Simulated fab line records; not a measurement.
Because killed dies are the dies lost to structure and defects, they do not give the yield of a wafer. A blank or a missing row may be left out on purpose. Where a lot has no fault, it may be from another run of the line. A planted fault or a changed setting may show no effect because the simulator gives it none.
Split-lot experiment :: flow rit cmos :: on a route of 202 steps: 5 lots, 23 wafers read

THE SPLIT
At RIT_NLDD_IMPLANT_08, the setting tilt deg was moved away from the recipe's 7 degrees on 10 of the 23 wafers read, by +5.3% to +13.3%. All remaining wafers had this setting at the recipe value.

Split to reading: the file shows no intervening step.

THE READING
etest.nmos turned.drive ua um (the simulator's own value, which no gauge read), at RIT_M1_PROBE_99. No usual value for it is given in the file. Here, 13 wafers ran the recipe; their average is 305.1 with a standard deviation of 32.

wafer: L074.1
tool, chamber at the split: implanter-01, 0
tilt deg as run, degrees: 7
against the recipe: recipe
etest.nmos turned.drive ua um: 270.7
against lot-mates on the recipe: -

wafer: L074.2
tool, chamber at the split: implanter-01, 0
tilt deg as run, degrees: 7.368
against the recipe: +5.3%
etest.nmos turned.drive ua um: 230.3
against lot-mates on the recipe: -30.7

wafer: L074.4
tool, chamber at the split: implanter-01, 0
tilt deg as run, degrees: 7
against the recipe: recipe
etest.nmos turned.drive ua um: 254.3
against lot-mates on the recipe: -

wafer: L074.5
tool, chamber at the split: implanter-01, 0
tilt deg as run, degrees: 7
against the recipe: recipe
etest.nmos turned.drive ua um: 258.1
against lot-mates on the recipe: -

wafer: L074.6
tool, chamber at the split: implanter-01, 0
tilt deg as run, degrees: 7.368
against the recipe: +5.3%
etest.nmos turned.drive ua um: 254.4
against lot-mates on the recipe: -6.6

wafer: L078.1
tool, chamber at the split: implanter-02, 0
tilt deg as run, degrees: 7
against the recipe: recipe
etest.nmos turned.drive ua um: 285.7
against lot-mates on the recipe: -

wafer: L078.2
tool, chamber at the split: implanter-02, 0
tilt deg as run, degrees: 7
against the recipe: recipe
etest.nmos turned.drive ua um: 299.6
against lot-mates on the recipe: -

wafer: L078.3
tool, chamber at the split: implanter-02, 0
tilt deg as run, degrees: 7.824
against the recipe: +11.8%
etest.nmos turned.drive ua um: 252.7
against lot-mates on the recipe: -39.9

wafer: L078.4
tool, chamber at the split: implanter-02, 0
tilt deg as run, degrees: 7.824
against the recipe: +11.8%
etest.nmos turned.drive ua um: 255.8
against lot-mates on the recipe: -36.8

wafer: L078.5
tool, chamber at the split: implanter-02, 0
tilt deg as run, degrees: 7.824
against the recipe: +11.8%
etest.nmos turned.drive ua um: 234.2
against lot-mates on the recipe: -58.4

wafer: L081.4
tool, chamber at the split: implanter-01, 0
tilt deg as run, degrees: 7
against the recipe: recipe
etest.nmos turned.drive ua um: 301.3
against lot-mates on the recipe: -

wafer: L081.5
tool, chamber at the split: implanter-01, 0
tilt deg as run, degrees: 7
against the recipe: recipe
etest.nmos turned.drive ua um: 297.6
against lot-mates on the recipe: -

wafer: L081.6
tool, chamber at the split: implanter-01, 0
tilt deg as run, degrees: 7
against the recipe: recipe
etest.nmos turned.drive ua um: 305.2
against lot-mates on the recipe: -

wafer: L082.1
tool, chamber at the split: implanter-04, 0
tilt deg as run, degrees: 7
against the recipe: recipe
etest.nmos turned.drive ua um: 353.8
against lot-mates on the recipe: -

wafer: L082.3
tool, chamber at the split: implanter-04, 0
tilt deg as run, degrees: 7
against the recipe: recipe
etest.nmos turned.drive ua um: 351.4
against lot-mates on the recipe: -

wafer: L082.4
tool, chamber at the split: implanter-04, 0
tilt deg as run, degrees: 7.854
against the recipe: +12.2%
etest.nmos turned.drive ua um: 282.3
against lot-mates on the recipe: -61.6

wafer: L082.5
tool, chamber at the split: implanter-04, 0
tilt deg as run, degrees: 7
against the recipe: recipe
etest.nmos turned.drive ua um: 326.6
against lot-mates on the recipe: -

wafer: L082.6
tool, chamber at the split: implanter-04, 0
tilt deg as run, degrees: 7.854
against the recipe: +12.2%
etest.nmos turned.drive ua um: 274
against lot-mates on the recipe: -69.9

wafer: L083.1
tool, chamber at the split: implanter-02, 0
tilt deg as run, degrees: 7
against the recipe: recipe
etest.nmos turned.drive ua um: 322.1
against lot-mates on the recipe: -

wafer: L083.2
tool, chamber at the split: implanter-02, 0
tilt deg as run, degrees: 7.929
against the recipe: +13.3%
etest.nmos turned.drive ua um: 271.5
against lot-mates on the recipe: -59.4

wafer: L083.3
tool, chamber at the split: implanter-02, 0
tilt deg as run, degrees: 7.929
against the recipe: +13.3%
etest.nmos turned.drive ua um: 269
against lot-mates on the recipe: -61.9

wafer: L083.4
tool, chamber at the split: implanter-02, 0
tilt deg as run, degrees: 7
against the recipe: recipe
etest.nmos turned.drive ua um: 339.7
against lot-mates on the recipe: -

wafer: L083.5
tool, chamber at the split: implanter-02, 0
tilt deg as run, degrees: 7.929
against the recipe: +13.3%
etest.nmos turned.drive ua um: 258.9
against lot-mates on the recipe: -72.0

THE FIT
A straight line over all 23 wafers: etest.nmos turned.drive ua um changes by -3.44 for each +1% of tilt deg; r = -0.57; the points scatter about the line by 30.
The same after taking each lot's own level away (the mean of its wafers on the recipe; 23 wafers): -4.64 for each +1%; r = -0.94; scatter 10.
The reading moves by 62 for the largest change in tilt deg, on that fit.
From 261.03 to 343.93: that is the span of the lots' own levels, equal to 2.6 times the standard deviation above.
So the lot-to-lot level blurs the effect unless lot-mates are compared.
Check: -61.3 against its lot-mates is what the line predicts for one of the wafers moved furthest among these (+13.3%) when that wafer is left out of the fit. It came out at -59.4 against them.

FURTHER SPLITS ON THESE WAFERS
Other splits were also applied to these wafers ahead of the reading. Each is held against what the fit with the lots' levels taken away leaves over:
other split on the same wafers: RIT_ACTIVE_CVD_03 time s
wafers away from the commonest value: 13
r with etest.nmos turned.drive ua um (lot level and that fit taken away): -0.24

other split on the same wafers: RIT_ACTIVE_CLEAN_15 time s
wafers away from the commonest value: 13
r with etest.nmos turned.drive ua um (lot level and that fit taken away): +0.25

other split on the same wafers: RIT_FOX2_OXIDATION_00 temp c
wafers away from the commonest value: 10
r with etest.nmos turned.drive ua um (lot level and that fit taken away): +0.26

other split on the same wafers: RIT_NWELL_COAT_01 resist thk nm
wafers away from the commonest value: 7
r with etest.nmos turned.drive ua um (lot level and that fit taken away): -0.14

other split on the same wafers: RIT_NWELL_IMPLANT_08 dose cm2
wafers away from the commonest value: 9
r with etest.nmos turned.drive ua um (lot level and that fit taken away): -0.02

other split on the same wafers: RIT_PWELL_SOFTBAKE_02 temp c
wafers away from the commonest value: 8
r with etest.nmos turned.drive ua um (lot level and that fit taken away): +0.14

other split on the same wafers: RIT_PWELL_STRIP_09 o2 flow sccm
wafers away from the commonest value: 9
r with etest.nmos turned.drive ua um (lot level and that fit taken away): -0.31

other split on the same wafers: RIT_PRETRO_IMPLANT_08 dose cm2
wafers away from the commonest value: 9
r with etest.nmos turned.drive ua um (lot level and that fit taken away): +0.04

other split on the same wafers: RIT_GATE_COAT_11 resist thk nm
wafers away from the commonest value: 9
r with etest.nmos turned.drive ua um (lot level and that fit taken away): -0.27

other split on the same wafers: RIT_NLDD_SOFTBAKE_02 temp c
wafers away from the commonest value: 9
r with etest.nmos turned.drive ua um (lot level and that fit taken away): -0.49

FILE'S OWN FIT
etest.nmos turned.drive ua um changes by -4.65 for each +1% of tilt deg, r = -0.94.
